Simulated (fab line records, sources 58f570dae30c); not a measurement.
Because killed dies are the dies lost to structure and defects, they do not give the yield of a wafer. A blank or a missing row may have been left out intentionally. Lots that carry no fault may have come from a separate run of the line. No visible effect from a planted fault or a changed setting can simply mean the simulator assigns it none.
fab line records	flow berkeley_cmos170
[record] lots = 6	wafers = 18	last_day = 11
route steps=331 shown M1@244 V1@254
lots that met no fault: taken from a fault-free run of the same line
start_h: hours from the record's first day to the start of the lot's first wafer shown	wait_h: how many hours have passed since the lot's step before this one	" unchanged from the row above	L1.1+2: several wafers, shown together as one row	- no value, or no start was given	* or withheld: withheld	< > ~ a bound
route shown NAME@n: NAME is a module with steps in the file, n the number in the route of the first one	usual: mean/standard deviation of fault-free wafers	same: alike in all rows	chamber/n: place in a boat	sites: per-site readings	_std_site: standard deviation of those values	_edge_site: mean of outer sites minus mean of inner sites	radius_mm: for every site, how far away it sits from the centre of the wafer	mask NAME#n: copy n	behind: the most recent tool/chamber to have shaped the wafer	hold: why the lot went on hold/how many hours it stayed there/how the hold came to an end	device: the transistor (n, p or np) that didn't switch	end of line: at the end of the route, the tests of the same wafers	a step given without rows: its recipe and nothing more	killed: not the wafer's yield, but the dies lost to structure and defects at the first sort	map: the dies of a wafer, with x for killed, . for not killed, _ for no die there
set.NAME: the setting as run; set.NAME@STEP: as run at that earlier step	model.NAME: the simulator's own value behind a step, which no gauge read
lots at selected steps of the route; one table per step, one row per wafer
services: a tool's chamber out of use, with start hour (start_h, from the record's first day; less than 0 if before it), hours out, and reason
[[steps]]
[step UCB170_M1_EXPOSE_06]
[recipe] mask_id = METAL1	target_cd_nm = 700	na = 0.5	sigma_outer = 0.6	source_shape = conventional	dose_mj = 21
[step UCB170_M1_PEB_07]
[recipe] peb_temp_c = 130	peb_time_s = withheld	resist = KrF
[step UCB170_M1_DEVELOP_08]
[recipe] developer = TMAH	develop_time_s = 45	resist = KrF	dev_temp_c = 21
[step UCB170_M1_CD_MEAS_09]
[recipe] target_cd_nm = 700
[usual] cd_nm = 699.9/1.2
lot.wafer	tool	chamber	start_h	wait_h	cd_nm
L384.2	cd_sem-01	-	183.23	-	700.5
L384.5	"	-	"	"	699.4
L384.6	"	-	"	"	698.6
L385.1	cd_sem-01	-	192.47	-	699.7
L385.3	"	-	"	"	700.2
L385.4	"	-	"	"	699.1
L387.2	cd_sem-02	-	203.55	-	700.8
L387.5	"	-	"	"	700.6
L387.6	"	-	"	"	699.4
L388.2	cd_sem-01	-	206.46	-	700.0
L388.3	"	-	"	"	700.2
L388.6	"	-	"	"	699.6
L394.3	cd_sem-02	-	235.95	-	699.9
L394.4	"	-	"	"	699.1
L394.5	"	-	"	"	699.8
L397.1	cd_sem-02	-	238.79	-	701.0
L397.2	"	-	"	"	698.6
L397.4	"	-	"	"	700.2
[step UCB170_M1_OVL_MEAS_10]
[usual] M1_OVL = 4/4.6
lot.wafer	tool	chamber	start_h	wait_h	M1_OVL[nm]
L384.2	overlay-01	-	183.33	0.1	9
L384.5	"	-	"	"	13
L384.6	"	-	"	"	14
L385.1	overlay-01	-	192.59	0.1	3
L385.3	"	-	"	"	-2
L385.4	"	-	"	"	5
L387.2	overlay-02	-	203.66	0.1	1
L387.5	"	-	"	"	4
L387.6	"	-	"	"	5
L388.2	overlay-01	-	206.57	0.1	7
L388.3	"	-	"	"	7
L388.6	"	-	"	"	7
L394.3	overlay-02	-	236.05	0.1	1
L394.4	"	-	"	"	-3
L394.5	"	-	"	"	-1
L397.1	overlay-01	-	238.91	0.1	4
L397.2	"	-	"	"	4
L397.4	"	-	"	"	6
[step UCB170_M1_ETCH_11]
[recipe] chemistry = N2/H2	target_depth_a = withheld	overetch_a = withheld	target = BARC	time_s = withheld	source_w = 500	bias_w = 100	pressure_mtorr = 30	n2_flow_sccm = 100	h2_flow_sccm = 200
[usual] drypump_motor_current_A = 5.9/0.52	n2_flow_sccm = 100.1/0.31	oes_product_au = 1.00/0.031	rf_fwd_power_W = 494.9/2.2	throttle_valve_pct = 13.25/0.2
lot.wafer	tool	chamber	start_h	wait_h	drypump_motor_current_A	n2_flow_sccm	oes_product_au	rf_fwd_power_W	throttle_valve_pct
L384.2	rie_diel-02	2	183.36	0.0	5.5	99.8	1.06	493.9	13.00
L384.5	"	2	"	"	5.5	100.1	1.04	488.4	13.01
L384.6	"	1	"	"	5.7	100.1	1.00	494.1	13.28
L385.1	rie_diel-01	3	192.62	0.0	6.5	100.1	0.99	497.2	13.17
L385.3	"	0	"	"	6.2	100.5	1.04	493.6	13.36
L385.4	"	3	"	"	6.5	100.7	0.99	496.6	13.17
L387.2	rie_diel-04	1	203.69	0.0	5.6	99.8	1.00	497.8	13.31
L387.5	"	3	"	"	5.6	100.1	1.05	497.6	13.06
L387.6	"	0	"	"	6.7	100.2	0.98	491.0	13.71
L388.2	rie_diel-04	2	206.60	0.0	5.9	100.0	1.00	490.6	13.25
L388.3	"	1	"	"	5.6	100.1	0.98	496.2	13.30
L388.6	"	0	"	"	6.7	100.5	0.97	494.6	13.71
L394.3	rie_diel-02	0	236.07	0.0	5.5	99.9	1.00	494.9	13.11
L394.4	"	2	"	"	5.5	100.0	1.03	494.8	12.99
L394.5	"	2	"	"	5.5	100.1	1.03	495.1	13.02
L397.1	rie_diel-02	1	238.94	0.0	5.6	100.4	1.00	496.7	13.29
L397.2	"	2	"	"	5.6	99.8	1.03	493.4	12.99
L397.4	"	0	"	"	5.5	99.9	1.02	494.6	13.11
[step UCB170_M1_METAL_ETCH_12]
[recipe] chemistry = Cl2/BCl3	target = Al	stop_on = PSG	pressure_mtorr = 12	target_depth_a = 7800	over_etch_frac = 0.3	time_s = 130	icp_w = 606.6	bias_w = 120	Cl2_flow_sccm = 90	bcl3_flow_sccm = 45
[usual] drypump_motor_current_A = 5.5/0.43	mfc_cl2_sccm = 90.00/0.28	oes_product_au = 0.873/0.0094	rf_fwd_power_W = 603.4/1.7	throttle_valve_pct = 24.43/0.2
[same] time_s = 130
lot.wafer	tool	chamber	start_h	wait_h	drypump_motor_current_A	mfc_cl2_sccm	oes_product_au	rf_fwd_power_W	rf_hours_counter_h	throttle_valve_pct
L384.2	rie_metal-04	1	183.41	-	6.1	89.97	0.886	603.5	5.0	24.73
L384.5	"	1	"	"	6.1	90.33	0.882	602.1	-	24.74
L384.6	"	0	"	"	5.4	89.66	0.873	605.3	-	24.45
L385.1	rie_metal-02	0	192.69	-	5.9	89.82	0.857	604.0	6.8	24.15
L385.3	"	0	"	"	5.9	89.77	0.866	606.3	-	24.16
L385.4	"	1	"	"	4.8	90.37	0.866	601.3	-	24.32
L387.2	rie_metal-02	1	203.73	-	4.8	89.64	0.862	602.3	6.0	24.32
L387.5	"	1	"	"	4.8	90.23	0.871	602.3	-	24.31
L387.6	"	0	"	"	5.9	90.24	0.876	604.1	-	24.13
L388.2	rie_metal-03	0	206.64	-	5.4	89.87	0.872	602.0	1.3	24.32
L388.3	"	0	"	"	5.4	89.71	0.883	603.1	-	24.33
L388.6	"	0	"	"	5.4	90.22	0.874	604.9	-	24.34
L394.3	rie_metal-02	0	236.16	-	5.9	89.48	0.872	606.3	-	24.16
L394.4	"	1	"	"	4.8	90.28	0.862	604.7	-	24.32
L394.5	"	1	"	"	4.8	90.01	0.868	602.0	-	24.34
L397.1	rie_metal-02	0	238.99	-	5.9	89.89	0.870	602.1	8.6	24.15
L397.2	"	1	"	"	4.8	89.90	0.866	604.0	7.5	24.32
L397.4	"	0	"	"	5.9	89.84	0.851	601.9	-	24.14
[step UCB170_M1_STRIP_13]
[recipe] chemistry = O2	power_w = 400	pressure_mtorr = 3500	platen_temp_c = withheld	o2_flow_sccm = 400	overash_fraction = 0.5
[usual] drypump_motor_current_A = 5.93/0.24	oes_product_au = 0.719/0.0051
lot.wafer	tool	chamber	start_h	wait_h	drypump_motor_current_A	oes_product_au	rf_hours_counter_h
L384.2	plasma_asher-03	1	183.58	0.1	6.06	0.729	47
L384.5	"	1	"	"	6.04	0.706	-
L384.6	"	0	"	"	5.63	0.720	-
L385.1	plasma_asher-03	1	192.82	0.1	6.05	0.724	48
L385.3	"	1	"	"	6.06	0.717	-
L385.4	"	0	"	"	5.60	0.726	-
L387.2	plasma_asher-01	1	203.86	0.1	6.17	0.719	46
L387.5	"	0	"	"	5.65	0.721	-
L387.6	"	1	"	"	6.13	0.715	-
L388.2	plasma_asher-03	1	206.78	0.1	6.07	0.715	50
L388.3	"	1	"	"	6.06	0.730	-
L388.6	"	1	"	"	6.03	0.727	-
L394.3	plasma_asher-01	1	236.28	0.1	6.16	0.723	-
L394.4	"	0	"	"	5.66	0.716	-
L394.5	"	1	"	"	6.15	0.722	-
L397.1	plasma_asher-03	1	239.12	0.1	6.07	0.715	53
L397.2	"	0	"	"	5.60	0.716	53
L397.4	"	0	"	"	5.61	0.715	-
[step UCB170_M1_CD_MEAS_90]
[recipe] target_cd_nm = 700
[usual] cd_nm = 698.9/3
lot.wafer	tool	chamber	start_h	wait_h	cd_nm
L384.2	cd_sem-02	-	183.71	0.1	704.0
L384.5	"	-	"	"	701.9
L384.6	"	-	"	"	694.6
L385.1	cd_sem-01	-	192.92	0.1	697.1
L385.3	"	-	"	"	695.8
L385.4	"	-	"	"	693.6
L387.2	cd_sem-01	-	203.98	0.1	698.7
L387.5	"	-	"	"	699.0
L387.6	"	-	"	"	698.1
L388.2	cd_sem-01	-	206.90	0.1	695.9
L388.3	"	-	"	"	697.3
L388.6	"	-	"	"	698.1
L394.3	cd_sem-02	-	236.38	0.1	698.2
L394.4	"	-	"	"	698.5
L394.5	"	-	"	"	698.2
L397.1	cd_sem-02	-	239.22	0.1	696.4
L397.2	"	-	"	"	697.7
L397.4	"	-	"	"	697.3
[step UCB170_M1_ANNEAL_14]
[recipe] temp_c = 400	time_s = 1200	ambient = forming_gas
[step UCB170_V1_CVD_00]
[recipe] material = SiO2	target_thk_nm = 2000	temp_c = 390	precursor = TEOS/O2	time_s = 250	rf_w = 550	pressure_mtorr = 9000
[usual] heater_power_w = 236/46	rf_fwd_power_W = 548.6/1.6
[same] time_s = 250
lot.wafer	tool	chamber	start_h	wait_h	heater_power_w	rf_fwd_power_W
L384.2	pecvd-03	1	189.86	0.0	310	548.4
L384.5	"	2	"	"	181	548.2
L384.6	"	0	"	"	263	550.5
L385.1	pecvd-02	0	197.72	0.0	272	548.6
L385.3	"	1	"	"	285	549.6
L385.4	"	1	"	"	213	550.3
L387.2	pecvd-02	2	206.87	0.0	209	549.3
L387.5	"	2	"	"	152	548.0
L387.6	"	1	"	"	290	548.0
L388.2	pecvd-03	2	211.12	0.0	248	545.4
L388.3	"	0	"	"	269	547.1
L388.6	"	2	"	"	176	546.9
L394.3	pecvd-02	0	240.12	0.0	240	549.9
L394.4	"	1	"	"	215	551.3
L394.5	"	2	"	"	154	547.0
L397.1	pecvd-03	0	243.86	0.0	243	547.0
L397.2	"	2	"	"	252	548.2
L397.4	"	1	"	"	209	548.2
[step UCB170_V1_THK_MEAS_01]
[recipe] reads = SiO2_of_V1_CVD_00
[usual] V1_TEOS_THK = 1996/28
lot.wafer	tool	chamber	start_h	wait_h	V1_TEOS_THK[nm]
L384.2	film_metro-04	-	190.03	0.1	1972
L384.5	"	-	"	"	2008
L384.6	"	-	"	"	2009
L385.1	film_metro-01	-	197.87	0.1	2006
L385.3	"	-	"	"	1984
L385.4	"	-	"	"	1996
L387.2	film_metro-03	-	207.04	0.1	1986
L387.5	"	-	"	"	2023
L387.6	"	-	"	"	1999
L388.2	film_metro-04	-	211.29	0.1	1944
L388.3	"	-	"	"	1961
L388.6	"	-	"	"	1998
L394.3	film_metro-01	-	240.29	0.1	2005
L394.4	"	-	"	"	2010
L394.5	"	-	"	"	2055
L397.1	film_metro-03	-	244.01	0.1	1974
L397.2	"	-	"	"	1963
L397.4	"	-	"	"	2005
[step UCB170_V1_CMP_02]
[recipe] material = SiO2	down_force_psi = 6	platen_rpm = 60	pad_velocity_m_s = 0.75398
[usual] edge_zone_pressure_frac = 1.001/0.0048	head_pressure_psi = 6.000/0.014	motor_current_A = 16.0/1.9
lot.wafer	tool	chamber	start_h	wait_h	edge_zone_pressure_frac	head_pressure_psi	motor_current_A	model.SiO2_of_V1_CVD_00.thk_nm
L384.2	cmp-01	0	190.13	0.1	0.997	6.014	14.2	998.8
L384.5	"	3	"	"	1.002	5.993	13.9	998.8
L384.6	"	0	"	"	1.001	6.006	14.1	999.1
L385.3	cmp-02	2	197.93	0.0	-	-	-	1984
L385.4	"	0	"	"	-	-	-	1996
L385.1	"	1	"	"	-	-	-	2004
L387.2	cmp-01	2	207.24	0.2	-	-	-	1985
L387.5	"	3	"	"	-	-	-	2023
L387.6	"	0	"	"	-	-	-	2000
L388.3	cmp-02	1	211.39	0.1	1.003	6.013	16.6	999.2
L388.2	"	3	"	"	1.001	6.013	18.9	999.3
L388.6	"	1	"	"	1.007	6.001	16.6	999.8
L394.4	cmp-02	2	240.43	0.1	0.998	6.004	16.5	997.5
L394.3	"	3	"	"	1.003	6.000	19.1	999.6
L394.5	"	1	"	"	1.004	6.015	16.7	998.6
L397.1	cmp-01	2	244.07	0.1	1.004	5.982	19.3	998.3
L397.4	"	0	"	"	1.003	6.004	13.9	999.9
L397.2	"	1	"	"	0.997	5.987	15.6	997.8
[step UCB170_V1_BOW_MEAS_03]
[recipe] mode = bow
[usual] V1_BOW = 18/5.9
lot.wafer	tool	chamber	start_h	wait_h	V1_BOW[um]
L384.2	film_metro-03	-	190.40	0.2	16
L384.5	"	-	"	"	8
L384.6	"	-	"	"	23
L385.1	film_metro-04	-	198.23	0.1	46
L385.3	"	-	"	"	45
L385.4	"	-	"	"	52
L387.2	film_metro-03	-	207.41	0.1	39
L387.5	"	-	"	"	42
L387.6	"	-	"	"	37
L388.2	film_metro-01	-	211.66	0.1	20
L388.3	"	-	"	"	23
L388.6	"	-	"	"	10
L394.3	film_metro-01	-	240.67	0.1	17
L394.4	"	-	"	"	19
L394.5	"	-	"	"	23
L397.1	film_metro-04	-	244.37	0.2	15
L397.2	"	-	"	"	20
L397.4	"	-	"	"	8
[step UCB170_V1_THK_MEAS_04]
[recipe] reads = SiO2_of_V1_CVD_00
[usual] V1_POLISHED_THK = 999.1/1.1
lot.wafer	tool	chamber	start_h	wait_h	V1_POLISHED_THK[nm]
L384.2	film_metro-03	-	190.51	0.1	999.3
L384.5	"	-	"	"	998.3
L384.6	"	-	"	"	998.9
L385.1	film_metro-04	-	198.35	0.1	2004.7
L385.3	"	-	"	"	1983.6
L385.4	"	-	"	"	1996.6
L387.2	film_metro-03	-	207.52	0.1	1984.6
L387.5	"	-	"	"	2024.0
L387.6	"	-	"	"	1999.0
L388.2	film_metro-01	-	211.77	0.1	999.1
L388.3	"	-	"	"	999.5
L388.6	"	-	"	"	999.4
L394.3	film_metro-01	-	240.77	0.1	999.3
L394.4	"	-	"	"	997.9
L394.5	"	-	"	"	998.0
L397.1	film_metro-04	-	244.49	0.1	999.1
L397.2	"	-	"	"	997.8
L397.4	"	-	"	"	999.7
[step UCB170_V1_CLEAN_05]
[recipe] chemistry = DIW
[step UCB170_V1_HMDS_06]
[recipe] prime_time_s = 60	prime_temp_c = 100
[step UCB170_V1_COAT_07]
[recipe] resist = KrF	spin_rpm = 1500	resist_thk_nm = 900
[step UCB170_V1_SOFTBAKE_08]
[recipe] resist = KrF	temp_c = 130	time_s = 60
[step UCB170_V1_EXPOSE_09]
[recipe] mask_id = VIA1	target_cd_nm = 700	na = 0.5	sigma_outer = 0.6	source_shape = conventional	dose_mj = 37
[step UCB170_V1_PEB_10]
[recipe] peb_temp_c = 130	peb_time_s = withheld	resist = KrF
[step UCB170_V1_DEVELOP_11]
[recipe] developer = TMAH	develop_time_s = 45	resist = KrF	dev_temp_c = 21
[step UCB170_V1_CD_MEAS_12]
[recipe] target_cd_nm = 700
[usual] cd_nm = 700.6/1.7
lot.wafer	tool	chamber	start_h	wait_h	cd_nm
L384.2	cd_sem-01	-	191.77	-	701.0
L384.5	"	-	"	"	700.2
L384.6	"	-	"	"	701.1
L385.1	cd_sem-01	-	200.04	-	699.2
L385.3	"	-	"	"	699.2
L385.4	"	-	"	"	700.6
L387.2	cd_sem-02	-	208.81	-	698.3
L387.5	"	-	"	"	698.4
L387.6	"	-	"	"	697.1
L388.2	cd_sem-02	-	213.63	-	698.8
L388.3	"	-	"	"	699.0
L388.6	"	-	"	"	698.9
L394.3	cd_sem-02	-	244.22	-	702.3
L394.4	"	-	"	"	700.6
L394.5	"	-	"	"	700.0
L397.1	cd_sem-01	-	246.29	-	702.4
L397.2	"	-	"	"	702.6
L397.4	"	-	"	"	702.1
[step UCB170_V1_OVL_MEAS_13]
[usual] V1_OVL = -1/5.3
lot.wafer	tool	chamber	start_h	wait_h	V1_OVL[nm]
L384.2	overlay-01	-	191.88	0.1	5
L384.5	"	-	"	"	-1
L384.6	"	-	"	"	5
L385.1	overlay-01	-	200.16	0.1	1
L385.3	"	-	"	"	3
L385.4	"	-	"	"	-9
L387.2	overlay-02	-	208.91	0.1	-3
L387.5	"	-	"	"	-8
L387.6	"	-	"	"	-7
L388.2	overlay-01	-	213.74	0.1	8
L388.3	"	-	"	"	8
L388.6	"	-	"	"	3
L394.3	overlay-02	-	244.31	0.1	-7
L394.4	"	-	"	"	-3
L394.5	"	-	"	"	-7
L397.1	overlay-02	-	246.41	0.1	-6
L397.2	"	-	"	"	-10
L397.4	"	-	"	"	-1
[step UCB170_V1_ETCH_14]
[recipe] chemistry = CHF3/CF4/Ar	target = SiO2	stop_on = Al	CHF3_flow_sccm = 45	cf4_flow_sccm = 15	Ar_flow_sccm = 150	pressure_mtorr = 200	rf_w = 700	target_depth_a = 12500	over_etch_frac = 0.25	time_s = 291
[usual] drypump_motor_current_A = 5.7/0.45	oes_product_au = 0.871/0.016	rf_fwd_power_W = 698.2/2.2	throttle_valve_pct = 6.96/0.15
[same] time_s = 291
lot.wafer	tool	chamber	start_h	wait_h	drypump_motor_current_A	oes_product_au	rf_fwd_power_W	rf_hours_counter_h	throttle_valve_pct	model.etch.depth_nm	model.V1.feature_depth_nm
L384.2	rie_diel-02	1	191.91	0.0	5.7	0.879	699.8	29	6.93	998.8	998.8
L384.5	"	0	"	"	5.5	0.898	697.5	-	6.89	998.8	998.8
L384.6	"	3	"	"	5.7	0.858	696.3	-	6.82	999.1	999.1
L385.1	rie_diel-04	0	200.19	0.0	6.7	1.594	699.8	17	7.11	1261	1261
L385.3	"	1	"	"	5.6	1.656	698.9	58	6.91	1248	1248
L385.4	"	2	"	"	5.9	1.625	695.0	1	6.88	1256	1256
L387.2	rie_diel-04	1	208.94	0.0	5.6	1.642	701.8	58	6.92	1236	1236
L387.5	"	1	"	"	5.6	1.643	697.9	-	6.90	1234	1234
L387.6	"	2	"	"	5.9	1.635	700.5	-	6.90	1261	1261
L388.2	rie_diel-03	1	213.77	0.0	6.2	0.852	695.3	21	7.02	999.3	999.3
L388.3	"	3	"	"	5.5	0.881	697.9	3	6.86	999.2	999.9
L388.6	"	3	"	"	5.5	0.883	696.7	-	6.87	999.8	1000
L394.3	rie_diel-04	1	244.33	0.0	5.6	0.891	699.2	59	6.87	999.6	999.6
L394.4	"	0	"	"	6.7	0.843	696.6	19	7.07	997.5	997.5
L394.5	"	1	"	"	5.6	0.882	698.1	-	6.87	998.6	998.6
L397.1	rie_diel-04	0	246.45	0.0	6.7	0.839	695.4	19	7.06	998.3	998.3
L397.2	"	3	"	"	5.6	0.887	702.6	19	6.79	997.8	998.2
L397.4	"	3	"	"	5.6	0.893	698.5	-	6.80	999.9	1000
[step UCB170_V1_STRIP_15]
[recipe] chemistry = O2	power_w = 400	pressure_mtorr = 3500	platen_temp_c = withheld	o2_flow_sccm = 400	overash_fraction = 0.5
[usual] drypump_motor_current_A = 5.95/0.28	oes_product_au = 0.722/0.0046	strip_time_to_endpoint_s = 15.32/0.14
lot.wafer	tool	chamber	start_h	wait_h	drypump_motor_current_A	oes_product_au	rf_hours_counter_h	strip_time_to_endpoint_s
L384.2	plasma_asher-03	1	192.09	0.1	6.06	0.724	48	15.23
L384.5	"	0	"	"	5.64	0.726	-	15.44
L384.6	"	1	"	"	6.05	0.733	-	15.42
L385.1	plasma_asher-04	1	200.37	0.1	6.33	0.729	50	15.28
L385.3	"	0	"	"	5.68	0.727	-	15.33
L385.4	"	1	"	"	6.36	0.724	-	15.29
L387.2	plasma_asher-04	0	209.12	0.1	5.67	0.723	51	15.39
L387.5	"	0	"	"	5.67	0.723	-	15.36
L387.6	"	1	"	"	6.34	0.724	-	15.26
L388.2	plasma_asher-03	1	213.94	0.1	6.06	0.722	50	15.35
L388.3	"	0	"	"	5.58	0.718	-	15.00
L388.6	"	1	"	"	6.04	0.719	-	15.02
L394.3	plasma_asher-03	0	244.54	0.1	5.64	0.731	-	15.54
L394.4	"	1	"	"	6.05	0.720	-	15.47
L394.5	"	0	"	"	5.64	0.720	-	15.54
L397.1	plasma_asher-04	1	246.63	0.1	6.34	0.717	55	15.34
L397.2	"	0	"	"	5.65	0.721	55	15.28
L397.4	"	1	"	"	6.35	0.730	-	15.35
[[services]]
tool	chamber	start_h	hours	kind
rie_diel-01	0	159.44	3.1	repair
rie_diel-02	1	160.91	10.0	repair
rie_diel-04	2	163.45	-	clean
rie_diel-04	2	163.45	15.9	scheduled_down
rie_diel-04	2	163.45	15.9	vent_cycle
cmp-01	-	164.36	0.4	repair
rie_diel-04	3	168.50	5.2	repair
rie_diel-04	3	174.06	3.8	repair
rie_diel-01	1	187.11	11.5	repair
rie_diel-01	2	188.81	6.6	repair
rie_diel-03	2	196.71	7.8	repair
rie_diel-02	1	201.84	2.5	repair
rie_metal-03	0	214.28	16.4	repair
cmp-01	-	216.66	0.3	repair
rie_diel-01	1	224.56	21.4	repair
rie_diel-01	-	226.35	0.3	repair
rie_diel-03	3	227.84	10.3	repair
cmp-02	-	232.00	4.0	pm
cmp-01	-	233.40	2.9	repair
rie_diel-04	1	235.30	7.7	repair
cmp-02	-	236.00	-	consumable_replace:conditioner
cmp-02	-	236.00	-	consumable_replace:pad
rie_diel-04	2	245.33	4.3	repair
[[key]]
[first_sign] step = UCB170_V1_CMP_02	reading = tool_record	direction = missing
[effect] step = UCB170_V1_BOW_MEAS_03	reading = V1_BOW	direction = up	sigmas = 4.3	usual = 18	struck = 43
[effect] step = UCB170_V1_THK_MEAS_04	reading = V1_POLISHED_THK	direction = up	sigmas = 99+	usual = 999.1	struck = 1998.7
[effect] step = UCB170_V1_ETCH_14	reading = oes_product_au	direction = up	sigmas = 48	usual = 0.871	struck = 1.632
[model_effect] step = UCB170_V1_CMP_02	value = SiO2_of_V1_CVD_00.thk_nm	without = 999.7	struck = 1999
[model_effect] step = UCB170_V1_ETCH_14	value = etch.depth_nm	without = 999.7	struck = 1249
met_at UCB170_V1_CMP_02
struck_wafers L385.1,L385.3,L385.4,L387.2,L387.5,L387.6
later_rows_left_out L385.1,L385.3,L385.4,L387.2,L387.5,L387.6
sort_left_out L385.1,L385.3,L385.4,L387.2,L387.5,L387.6
onset_between 190.13 197.93
[fault] kind = skipped_step_whole	tool = cmp-01,cmp-02	chamber = -	onset_h = 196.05	steps = UCB170_V1_CMP_02	scope = struck_lots_only
// sort_left_out: the simulated sort isn't trusted on such a fault, so these wafers' sort isn't shown, and their yield isn't known
// later_rows_left_out: the simulator's readings of these wafers behind a module that went badly wrong aren't trusted and aren't shown, but for the sort
